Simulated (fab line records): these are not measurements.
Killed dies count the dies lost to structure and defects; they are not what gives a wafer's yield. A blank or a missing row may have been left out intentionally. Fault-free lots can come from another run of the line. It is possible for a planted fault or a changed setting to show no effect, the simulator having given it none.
What tool caused it?	flow rit cmos	42 wafers from 14 lots sampled at 4 of the route's 202 steps

WHAT THE GAUGES SHOWED, per wafer
RIT_FOX2_THK_MEAS_91. Usual: for FIELD_OXIDE_LEFT_2_THK the level is 252 nm and the standard deviation is 5.5.
lot	measured	on	FIELD_OXIDE_LEFT_2_THK (nm)	flag
L330	day 2 10:16	film metro-03	255 255 257	
L331	day 2 17:17	film metro-04	252 245 250	
L332	day 2 20:40	film metro-02	251 255 251	
L334	day 3 05:52	film metro-04	245 246 248	
L336	day 3 13:50	film metro-03	257 258 256	
L338	day 4 01:15	film metro-02	249 248 247	
L340	day 4 12:17	film metro-02	250 242 247	
L341	day 4 14:37	film metro-03	247 244 247	
L343	day 5 00:53	film metro-04	246 250 249	
L344	day 5 06:42	film metro-04	259 258 257	
L345	day 5 12:11	film metro-04	253 261 260	
L349	day 6 07:40	film metro-04	243 250 245	
L351	day 6 16:49	film metro-04	254 263 265	
L353	day 7 03:02	film metro-03	255 249 247	

RIT_NSD_OVL_MEAS_06. Usual: for NSD_OVL the level is -1.0 nm and the standard deviation is 1.6.
lot	measured	on	NSD_OVL (nm)	flag
L330	day 3 02:21	overlay-01	-1.6 -2.9 -0.4	
L331	day 3 09:42	overlay-01	0.4 0.2 -1.7	
L332	day 3 14:52	overlay-01	0.3 0.0 0.9	
L334	day 4 00:22	overlay-02	-2.0 -1.9 0.0	
L336	day 4 04:48	overlay-01	3276.3 3277.4 3277.3	OFF
L338	day 4 15:31	overlay-01	3275.8 3276.1 3275.4	OFF
L340	day 5 03:16	overlay-01	-1.2 -1.9 -1.4	
L341	day 5 07:27	overlay-02	-0.8 -1.4 1.0	
L343	day 5 17:20	overlay-01	-3.8 -1.7 -4.1	
L344	day 5 22:35	overlay-02	-4.3 -0.8 -2.6	
L345	day 6 02:25	overlay-01	-5.2 -2.6 -4.2	
L349	day 6 22:03	overlay-02	1.1 -1.8 1.9	
L351	day 7 19:46	overlay-02	-2.5 -0.5 -1.7	
L353	day 8 02:46	overlay-01	-1.6 0.5 -1.0	

EACH LOT AND THE TOOL THAT RAN IT (in order: tool; ch and the chambers of the sampled wafers; start)
lot	RIT_SPACER_ETCHBACK_05	RIT_NSD_EXPOSE_03
L330	rie diel-02 ch 0,1,3, day 3 01:13	iline stepper-01 ch 0, day 3 01:59
L331	rie diel-03 ch 0,1,3, day 3 08:22	iline stepper-02 ch 0, day 3 09:05
L332	rie diel-04 ch 0,1, day 3 13:51	iline stepper-02 ch 0, day 3 14:28
L334	rie diel-03 ch 0,1, day 3 23:16	iline stepper-01 ch 0, day 3 23:59
L336	rie diel-03 ch 1,2, day 4 03:40	iline stepper-02 ch 0, day 4 04:25
L338	rie diel-04 ch 1,2,3, day 4 14:23	iline stepper-02 ch 0, day 4 15:07
L340	rie diel-03 ch 0,1, day 5 02:09	iline stepper-01 ch 0, day 5 02:52
L341	rie diel-04 ch 0,1, day 5 06:27	iline stepper-01 ch 0, day 5 07:04
L343	rie diel-03 ch 0,2,3, day 5 16:20	iline stepper-01 ch 0, day 5 16:58
L344	rie diel-02 ch 0,1, day 5 21:34	iline stepper-01 ch 0, day 5 22:11
L345	rie diel-02 ch 2,3, day 6 01:25	iline stepper-01 ch 0, day 6 02:02
L349	rie diel-04 ch 0,2,3, day 6 20:55	iline stepper-01 ch 0, day 6 21:40
L351	rie diel-03 ch 1,2, day 7 07:14	iline stepper-01 ch 0, day 7 19:18
L353	rie diel-03 ch 0,1,3, day 8 01:28	iline stepper-01 ch 0, day 8 02:20
- RIT_SPACER_ETCHBACK_05: etches Si3N4 in SF6/CHF3, stops on SiO2, target depth 250 nm, time 240 s.
- RIT_NSD_EXPOSE_03: exposes mask M9, target cd 40700 nm.

AS READ BY THE TOOLS THEMSELVES (means over the sampled wafers that have a number; for cases with no such wafer, the mark the record gives instead)
RIT_SPACER_ETCHBACK_05. Usual: drypump motor current A 5.7 A, standard deviation 0.49; oes product au 0.844 a.u., standard deviation 0.014; throttle valve pct 10.23 %, standard deviation 0.11.
lot	tool	drypump motor current A (A)	oes product au (a.u.)	throttle valve pct (%)	flag
L330	rie diel-02	6.1	0.845	10.32	
L331	rie diel-03	5.5	0.842	10.12	
L332	rie diel-04	5.8	0.845	10.30	
L334	rie diel-03	5.7	0.822	10.13	
L336	rie diel-03	5.3	0.834	10.14	
L338	rie diel-04	5.3	0.854	10.32	
L340	rie diel-03	5.5	0.830	10.10	
L341	rie diel-04	6.2	0.871	10.23	
L343	rie diel-03	5.5	0.840	10.18	
L344	rie diel-02	5.8	0.854	10.29	
L345	rie diel-02	6.2	0.844	10.26	
L349	rie diel-04	5.8	0.853	10.27	
L351	rie diel-03	5.3	0.826	10.21	
L353	rie diel-03	5.6	0.837	10.10	

THE ANSWER, worked out from the rows above alone
Rule: a lot is off if the mean of its wafers that have a number lies more than 3 standard deviations from the usual mean. A lot without any number at a reading at which 4 lots or more have one is off too. The other lots that the step has rows for count as sound. First the gauges in route order, then the tools' own readings, where a lot's mean is used as printed above. At the first step where some lot is off, the reading lying furthest off is the one used; lots without a number count as furthest.
Off: L336, L338, seen at RIT_NSD_OVL_MEAS_06 (NSD_OVL).
A tool fits if, at a process step before that reading, it ran every lot that is off, and no sound lot after the first of them. Gauges at RIT_NSD_OVL_MEAS_06: tried the same way as those tools. One candidate fits, namely iline stepper-02 at RIT_NSD_EXPOSE_03. A fault onset in the window from L332 (day 3 14:28, its last sound lot) to L336 (day 4 04:25, its first lot off) fits.

WHAT THE SIMULATOR HAD INSERTED
Scanner matching overlay: iline stepper-02, from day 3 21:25 on, at RIT_NSD_EXPOSE_03. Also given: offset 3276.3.
Shown lots that were struck: L336, L338. The rule above found the same.
